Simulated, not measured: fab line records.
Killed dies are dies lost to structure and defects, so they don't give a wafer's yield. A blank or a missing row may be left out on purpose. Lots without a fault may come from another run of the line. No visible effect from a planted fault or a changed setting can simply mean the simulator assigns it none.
Split-lot study / flow ritCmos / 23 wafers read across 5 lots, on a route 202 steps long

== THE SPLIT ITSELF ==
At RIT_M1_SPUTTER_00 (material Al, target thk 400 nm, time 500 s), the setting timeS was moved away from the recipe's 500 s on 10 of the 23 wafers read, by -4.4% to +14.0%. This setting was run at the recipe's value on the other wafers.

== FROM THE SPLIT TO THE READING: what the file shows between them, 4 steps ==
- RIT_M1_RS_MEAS_01: measures by four-point-probe
- RIT_M1_THK_MEAS_02: measures by xrf
- RIT_M1_DEVELOP_08: develop time 68 s (also split here: developTimeS)
- RIT_M1_CD_MEAS_09: target cd 2600 nm

== THE READING ==
oesProductAu, in a.u., at RIT_M1_METAL_ETCH_12 (etches Al in Cl2/BCl3, stops on SiO2, time 165 s, target depth 600 nm). A value of 0.772 a.u. with a standard deviation of 0.012 a.u. is what fault-free wafers of this fab line usually give.

wafer=L075.1; tool, chamber at the split=pvdSputter-04, -; timeS as run, s=500; against the recipe=recipe; oesProductAu, a.u.=0.763; against lot-mates on the recipe=-
wafer=L075.3; tool, chamber at the split=pvdSputter-04, -; timeS as run, s=477.9; against the recipe=-4.4%; oesProductAu, a.u.=0.761; against lot-mates on the recipe=-0.005
wafer=L075.4; tool, chamber at the split=pvdSputter-04, -; timeS as run, s=500; against the recipe=recipe; oesProductAu, a.u.=0.769; against lot-mates on the recipe=-
wafer=L075.5; tool, chamber at the split=pvdSputter-04, -; timeS as run, s=477.9; against the recipe=-4.4%; oesProductAu, a.u.=0.739; against lot-mates on the recipe=-0.027
wafer=L075.6; tool, chamber at the split=pvdSputter-04, -; timeS as run, s=477.9; against the recipe=-4.4%; oesProductAu, a.u.=0.757; against lot-mates on the recipe=-0.009
wafer=L076.1; tool, chamber at the split=pvdSputter-01, -; timeS as run, s=500; against the recipe=recipe; oesProductAu, a.u.=0.779; against lot-mates on the recipe=-
wafer=L076.2; tool, chamber at the split=pvdSputter-01, -; timeS as run, s=569.9; against the recipe=+14.0%; oesProductAu, a.u.=0.839; against lot-mates on the recipe=+0.058
wafer=L076.3; tool, chamber at the split=pvdSputter-01, -; timeS as run, s=500; against the recipe=recipe; oesProductAu, a.u.=0.782; against lot-mates on the recipe=-
wafer=L076.4; tool, chamber at the split=pvdSputter-01, -; timeS as run, s=569.9; against the recipe=+14.0%; oesProductAu, a.u.=0.830; against lot-mates on the recipe=+0.049
wafer=L076.5; tool, chamber at the split=pvdSputter-01, -; timeS as run, s=569.9; against the recipe=+14.0%; oesProductAu, a.u.=0.835; against lot-mates on the recipe=+0.054
wafer=L078.1; tool, chamber at the split=pvdSputter-01, -; timeS as run, s=523.9; against the recipe=+4.8%; oesProductAu, a.u.=0.780; against lot-mates on the recipe=-0.005
wafer=L078.2; tool, chamber at the split=pvdSputter-01, -; timeS as run, s=500; against the recipe=recipe; oesProductAu, a.u.=0.796; against lot-mates on the recipe=-
wafer=L078.3; tool, chamber at the split=pvdSputter-01, -; timeS as run, s=523.9; against the recipe=+4.8%; oesProductAu, a.u.=0.782; against lot-mates on the recipe=-0.003
wafer=L078.4; tool, chamber at the split=pvdSputter-01, -; timeS as run, s=500; against the recipe=recipe; oesProductAu, a.u.=0.785; against lot-mates on the recipe=-
wafer=L078.6; tool, chamber at the split=pvdSputter-01, -; timeS as run, s=500; against the recipe=recipe; oesProductAu, a.u.=0.774; against lot-mates on the recipe=-
wafer=L079.3; tool, chamber at the split=pvdSputter-04, -; timeS as run, s=500; against the recipe=recipe; oesProductAu, a.u.=0.774; against lot-mates on the recipe=-
wafer=L079.4; tool, chamber at the split=pvdSputter-04, -; timeS as run, s=500; against the recipe=recipe; oesProductAu, a.u.=0.777; against lot-mates on the recipe=-
wafer=L079.5; tool, chamber at the split=pvdSputter-04, -; timeS as run, s=500; against the recipe=recipe; oesProductAu, a.u.=0.770; against lot-mates on the recipe=-
wafer=L084.1; tool, chamber at the split=pvdSputter-01, -; timeS as run, s=550.9; against the recipe=+10.2%; oesProductAu, a.u.=0.820; against lot-mates on the recipe=+0.058
wafer=L084.2; tool, chamber at the split=pvdSputter-01, -; timeS as run, s=550.9; against the recipe=+10.2%; oesProductAu, a.u.=0.803; against lot-mates on the recipe=+0.041
wafer=L084.4; tool, chamber at the split=pvdSputter-01, -; timeS as run, s=500; against the recipe=recipe; oesProductAu, a.u.=0.763; against lot-mates on the recipe=-
wafer=L084.5; tool, chamber at the split=pvdSputter-01, -; timeS as run, s=500; against the recipe=recipe; oesProductAu, a.u.=0.769; against lot-mates on the recipe=-
wafer=L084.6; tool, chamber at the split=pvdSputter-01, -; timeS as run, s=500; against the recipe=recipe; oesProductAu, a.u.=0.754; against lot-mates on the recipe=-

FIT RESULTS
A straight line over all 23 wafers: oesProductAu changes by +0.00421 a.u. for each +1% of timeS; r = +0.93; the points scatter about the line by 0.01 a.u.
The same after taking each lot's own level away (the mean of its wafers on the recipe; 23 wafers): +0.00385 a.u. for each +1%; r = +0.92; scatter 0.01 a.u.
The reading moves by 0.054 a.u. for the largest change in timeS, on that fit.
From 0.7620 to 0.7850 a.u.: that is the span of the lots' own levels, equal to 1.9 times the standard deviation above.
Hence the lot-to-lot level has little effect on the slope; both slopes agree.
Check: +0.0518 a.u. against its lot-mates is what the line predicts for one of the wafers moved furthest among these (+14.0%) when that wafer is left out of the fit. Against them it came out at +0.0585 a.u.

== THESE WAFERS: OTHER SPLITS ==
Before the reading, these wafers also passed through other splits. Each is held against what the fit with the lots' levels taken away leaves over:
other split on the same wafers=RIT_SILICIDE_SPUTTER_01 chamberPressurePa; wafers away from the commonest value=18; r with oesProductAu (lot level and that fit taken away)=-0.10
other split on the same wafers=RIT_CONTACT_CVD_00 timeS; wafers away from the commonest value=8; r with oesProductAu (lot level and that fit taken away)=-0.22
other split on the same wafers=RIT_M1_DEVELOP_08 developTimeS; wafers away from the commonest value=7; r with oesProductAu (lot level and that fit taken away)=+0.25

== THE WHOLE CHAIN: every reading that the file lists as answering this split, in the file's order ==
step=RIT_M1_SPUTTER_00; what it does=material Al, target thk 400 nm, time 500 s; reading=Al_of_M1_SPUTTER_00.thkNm (the simulator's own value, which no gauge read); change (the file's fit)=+3.77 nm for each +1% of the setting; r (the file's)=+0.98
step=RIT_M1_RS_MEAS_01; what it does=measures by four-point-probe; reading=M1_AL_RS; change (the file's fit)=-0.000645 for each +1% of the setting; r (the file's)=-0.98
step=RIT_M1_THK_MEAS_02; what it does=measures by xrf; reading=M1_AL_THK; change (the file's fit)=+3.78 for each +1% of the setting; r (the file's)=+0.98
step=RIT_M1_METAL_ETCH_12; what it does=etches Al in Cl2/BCl3, stops on SiO2, time 165 s, target depth 600 nm; reading=oesProductAu; change (the file's fit)=+0.00382 a.u. for each +1% of the setting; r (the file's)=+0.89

== FILE'S OWN FIT ==
oesProductAu changes by +0.00382 a.u. for each +1% of timeS, r = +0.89.
